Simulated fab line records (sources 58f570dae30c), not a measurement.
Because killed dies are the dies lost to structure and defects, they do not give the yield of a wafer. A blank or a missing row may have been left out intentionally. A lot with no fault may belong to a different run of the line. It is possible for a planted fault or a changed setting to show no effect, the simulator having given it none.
The tool behind it: which one? + flow berkeley_cmos170 + Sampling: 15 lots, 45 wafers, 6 of 331 route steps

## WHAT THE GAUGES SHOWED, per wafer
UCB170_GATE_OVL_MEAS_13.
| lot  | measured     | on         | GATE_OVL (nm) |
|------|--------------|------------|---------------|
| L181 | day 6 09:15  | overlay-02 | -10 -6 -1     |
| L183 | day 6 23:22  | overlay-02 | 1 7 9         |
| L182 | day 6 22:52  | overlay-02 | -10 -17 0     |
| L184 | day 6 23:08  | overlay-02 | -1 7 -5       |
| L186 | day 7 08:19  | overlay-02 | 5 -6 4        |
| L187 | day 7 08:02  | overlay-01 | 7 6 2         |
| L189 | day 7 23:10  | overlay-01 | 1 5 12        |
| L191 | day 7 22:53  | overlay-02 | 0 0 3         |
| L192 | day 8 07:37  | overlay-01 | 7 3 -2        |
| L197 | day 9 11:46  | overlay-02 | -2 -3 4       |
| L198 | day 9 11:55  | overlay-01 | -4 3 -2       |
| L199 | day 10 02:35 | overlay-02 | -7 -1 -1      |
| L200 | day 10 08:28 | overlay-01 | 3 6 8         |
| L202 | day 10 17:52 | overlay-01 | 4 6 7         |
| L203 | day 10 18:07 | overlay-02 | -2 9 2        |

UCB170_PLDD_TW_MEAS_11.
| lot  | measured     | on            | PLDD_TW        |
|------|--------------|---------------|----------------|
| L181 | day 6 12:19  | film_metro-04 | 1002 1001 1002 |
| L183 | day 7 01:56  | film_metro-03 | 1142 1138 1139 |
| L182 | day 7 01:15  | film_metro-01 | 1014 1013 1012 |
| L184 | day 7 01:31  | film_metro-03 | 1007 1013 1009 |
| L186 | day 7 11:11  | film_metro-01 | 1008 1011 1009 |
| L187 | day 7 10:55  | film_metro-04 | 1008 1011 1011 |
| L189 | day 8 01:49  | film_metro-01 | 1151 1147 1152 |
| L191 | day 8 01:50  | film_metro-01 | 1151 1154 1150 |
| L192 | day 8 10:26  | film_metro-04 | 1005 1001 1002 |
| L197 | day 9 14:29  | film_metro-01 | 1013 1014 1021 |
| L198 | day 9 14:43  | film_metro-04 | 1015 1005 1005 |
| L199 | day 10 05:13 | film_metro-03 | 1011 1009 1011 |
| L200 | day 10 10:35 | film_metro-03 | 1006 1012 1015 |
| L202 | day 10 19:47 | film_metro-04 | 1000 992 1001  |
| L203 | day 10 20:02 | film_metro-03 | 1015 1009 1013 |

UCB170_SDANNEAL_RS_MEAS_04: the measuring method here is four-point-probe.
| lot  | measured     | on            | PLDD_RS (ohm/sq)     |
|------|--------------|---------------|----------------------|
| L181 | day 7 05:16  | film_metro-03 | 1034.3 1031.3 1034.8 |
| L183 | day 7 13:48  | film_metro-01 | 757.3 757.0 756.4    |
| L182 | day 7 13:01  | film_metro-01 | 1029.7 1031.7 1032.7 |
| L184 | day 7 13:03  | film_metro-04 | 1031.9 1032.2 1032.2 |
| L186 | day 7 23:32  | film_metro-03 | 1032.6 1032.0 1031.3 |
| L187 | day 7 23:26  | film_metro-04 | 1033.4 1037.5 1035.9 |
| L189 | day 8 14:11  | film_metro-03 | 757.7 757.3 754.6    |
| L191 | day 8 14:38  | film_metro-04 | 761.0 757.4 757.8    |
| L192 | day 9 00:23  | film_metro-01 | 1031.1 1033.0 1030.9 |
| L197 | day 10 01:10 | film_metro-04 | 1032.7 1035.1 1033.5 |
| L198 | day 10 01:26 | film_metro-03 | 1027.4 1029.6 1026.8 |
| L199 | day 10 16:56 | film_metro-03 | 1029.9 1030.4 1029.0 |
| L200 | day 10 23:56 | film_metro-03 | 1027.9 1026.3 1028.7 |
| L202 | day 11 10:04 | film_metro-01 | 1031.7 1032.6 1034.0 |
| L203 | day 11 10:04 | film_metro-03 | 1027.7 1031.3 1030.5 |

## WHAT TOOL EACH LOT RAN ON (gives the tool, then ch and the chambers of the sampled wafers, and finally the start)
| lot  | UCB170_PFIELD_STRIP_08              | UCB170_GATE_STRIP_16                 | UCB170_PLDD_IMPLANT_09          |
|------|-------------------------------------|--------------------------------------|---------------------------------|
| L181 | plasma_asher-02 ch 0,1, day 4 13:19 | plasma_asher-03 ch 0,1, day 6 09:23  | implanter-01 ch 0, day 6 12:04  |
| L183 | plasma_asher-01 ch 0,1, day 4 20:48 | plasma_asher-04 ch 0,1, day 6 23:30  | implanter-04 ch 0, day 7 01:22  |
| L182 | plasma_asher-02 ch 0,1, day 4 21:06 | plasma_asher-04 ch 0,1, day 6 22:59  | implanter-03 ch 0, day 7 01:01  |
| L184 | plasma_asher-01 ch 0,1, day 4 21:17 | plasma_asher-01 ch 0,1, day 6 23:15  | implanter-01 ch 0, day 7 01:17  |
| L186 | plasma_asher-03 ch 0,1, day 5 15:09 | plasma_asher-04 ch 0,1, day 7 08:26  | implanter-03 ch 0, day 7 10:57  |
| L187 | plasma_asher-02 ch 0,1, day 5 15:25 | plasma_asher-04 ch 0,1, day 7 08:10  | implanter-04 ch 0, day 7 10:40  |
| L189 | plasma_asher-01 ch 0,1, day 6 00:41 | plasma_asher-04 ch 0,1, day 7 23:17  | implanter-01 ch 0, day 8 01:10  |
| L191 | plasma_asher-03 ch 0,1, day 6 05:17 | plasma_asher-04 ch 0,1, day 7 23:02  | implanter-04 ch 0, day 8 01:01  |
| L192 | plasma_asher-02 ch 0,1, day 6 13:54 | plasma_asher-04 ch 0, day 8 07:44    | implanter-04 ch 0, day 8 10:11  |
| L197 | plasma_asher-03 ch 0,1, day 7 19:10 | plasma_asher-04 ch 0,1, day 9 11:53  | implanter-03 ch 0, day 9 14:12  |
| L198 | plasma_asher-02 ch 0,1, day 7 19:10 | plasma_asher-01 ch 1, day 9 12:02    | implanter-01 ch 0, day 9 14:29  |
| L199 | plasma_asher-03 ch 0,1, day 8 04:37 | plasma_asher-01 ch 0,1, day 10 02:43 | implanter-01 ch 0, day 10 04:58 |
| L200 | plasma_asher-02 ch 0,1, day 8 12:41 | plasma_asher-01 ch 0,1, day 10 08:35 | implanter-01 ch 0, day 10 10:20 |
| L202 | plasma_asher-02 ch 0,1, day 8 17:55 | plasma_asher-04 ch 0,1, day 10 18:00 | implanter-04 ch 0, day 10 19:32 |
| L203 | plasma_asher-01 ch 0,1, day 8 18:11 | plasma_asher-01 ch 0,1, day 10 18:14 | implanter-03 ch 0, day 10 19:47 |
- UCB170_PFIELD_STRIP_08: strips in O2.
- UCB170_GATE_STRIP_16: strips in O2.
- UCB170_PLDD_IMPLANT_09

## WHAT THE TOOLS THEMSELVES READ (means of the sampled wafers that have a number; where no wafer has one, the mark that the record gives instead)
UCB170_PFIELD_STRIP_08.
| lot  | tool            | drypump_motor_current_A (A) | oes_product_au (a.u.) | strip_time_to_endpoint_s (s) |
|------|-----------------|-----------------------------|-----------------------|------------------------------|
| L181 | plasma_asher-02 | 5.8                         | 0.734                 | 21.62                        |
| L183 | plasma_asher-01 | 5.3                         | 0.727                 | 21.60                        |
| L182 | plasma_asher-02 | 5.8                         | 0.737                 | 21.65                        |
| L184 | plasma_asher-01 | 5.3                         | 0.735                 | 21.75                        |
| L186 | plasma_asher-03 | 5.4                         | 0.732                 | 21.68                        |
| L187 | plasma_asher-02 | 5.8                         | 0.736                 | 21.65                        |
| L189 | plasma_asher-01 | 5.3                         | 0.733                 | 21.60                        |
| L191 | plasma_asher-03 | 5.1                         | 0.731                 | 21.67                        |
| L192 | plasma_asher-02 | 5.4                         | 0.734                 | 21.58                        |
| L197 | plasma_asher-03 | 5.4                         | 0.731                 | 21.66                        |
| L198 | plasma_asher-02 | 5.8                         | 0.735                 | 21.63                        |
| L199 | plasma_asher-03 | 5.1                         | 0.732                 | 21.62                        |
| L200 | plasma_asher-02 | 5.8                         | 0.739                 | 21.70                        |
| L202 | plasma_asher-02 | 5.4                         | 0.731                 | 21.65                        |
| L203 | plasma_asher-01 | 5.3                         | 0.732                 | 21.54                        |

UCB170_GATE_STRIP_16.
| lot  | tool            | drypump_motor_current_A (A) | oes_product_au (a.u.) |
|------|-----------------|-----------------------------|-----------------------|
| L181 | plasma_asher-03 | 5.2                         | 0.718                 |
| L183 | plasma_asher-04 | 6.0                         | 0.728                 |
| L182 | plasma_asher-04 | 5.7                         | 0.724                 |
| L184 | plasma_asher-01 | 5.3                         | 0.725                 |
| L186 | plasma_asher-04 | 6.0                         | 0.725                 |
| L187 | plasma_asher-04 | 5.6                         | 0.723                 |
| L189 | plasma_asher-04 | 5.7                         | 0.724                 |
| L191 | plasma_asher-04 | 6.0                         | 0.724                 |
| L192 | plasma_asher-04 | 5.3                         | 0.729                 |
| L197 | plasma_asher-04 | 5.7                         | 0.721                 |
| L198 | plasma_asher-01 | 5.4                         | 0.724                 |
| L199 | plasma_asher-01 | 5.3                         | 0.723                 |
| L200 | plasma_asher-01 | 5.3                         | 0.721                 |
| L202 | plasma_asher-04 | 5.7                         | 0.722                 |
| L203 | plasma_asher-01 | 5.3                         | 0.724                 |

UCB170_PLDD_IMPLANT_09.
| lot  | tool         | faraday_current_uA |
|------|--------------|--------------------|
| L181 | implanter-01 | 150                |
| L183 | implanter-04 | 160                |
| L182 | implanter-03 | 158                |
| L184 | implanter-01 | 152                |
| L186 | implanter-03 | 161                |
| L187 | implanter-04 | 160                |
| L189 | implanter-01 | 153                |
| L191 | implanter-04 | 158                |
| L192 | implanter-04 | 158                |
| L197 | implanter-03 | 161                |
| L198 | implanter-01 | 151                |
| L199 | implanter-01 | 154                |
| L200 | implanter-01 | 150                |
| L202 | implanter-04 | 160                |
| L203 | implanter-03 | 159                |

## THE ANSWER, worked out from the rows above alone
Rule: the usual values come from the lots themselves. Put in order of their means at a reading, lots are off if they are a third of the lots or fewer, leave a main group of 4 or more, and stand apart from it by a gap of 3 or more times the standard deviation of the main group's means; of several such gaps the widest counts. If all means in a main group match to the digits the tables above print for the reading, that group is not used. A lot without any number at a reading at which 4 lots or more have one is off too. All remaining lots with rows at the step are treated as sound. First the gauges in route order, then the tools' own readings, where a lot's mean is used as printed above. At the first step where some lot is off, the reading lying furthest off is the one used; lots without a number count as furthest.
Off: at UCB170_PLDD_TW_MEAS_11 (PLDD_TW), L183, L189, L191. For the main group the mean is 1008 and the standard deviation 5.
A tool fits if, at a process step before that reading, it ran every lot that is off, and no sound lot after the first of them. Those tools and the gauges at UCB170_PLDD_TW_MEAS_11 are tried in the same way. None of those tried fits.

## WHAT HAD BEEN PUT IN BY THE SIMULATOR
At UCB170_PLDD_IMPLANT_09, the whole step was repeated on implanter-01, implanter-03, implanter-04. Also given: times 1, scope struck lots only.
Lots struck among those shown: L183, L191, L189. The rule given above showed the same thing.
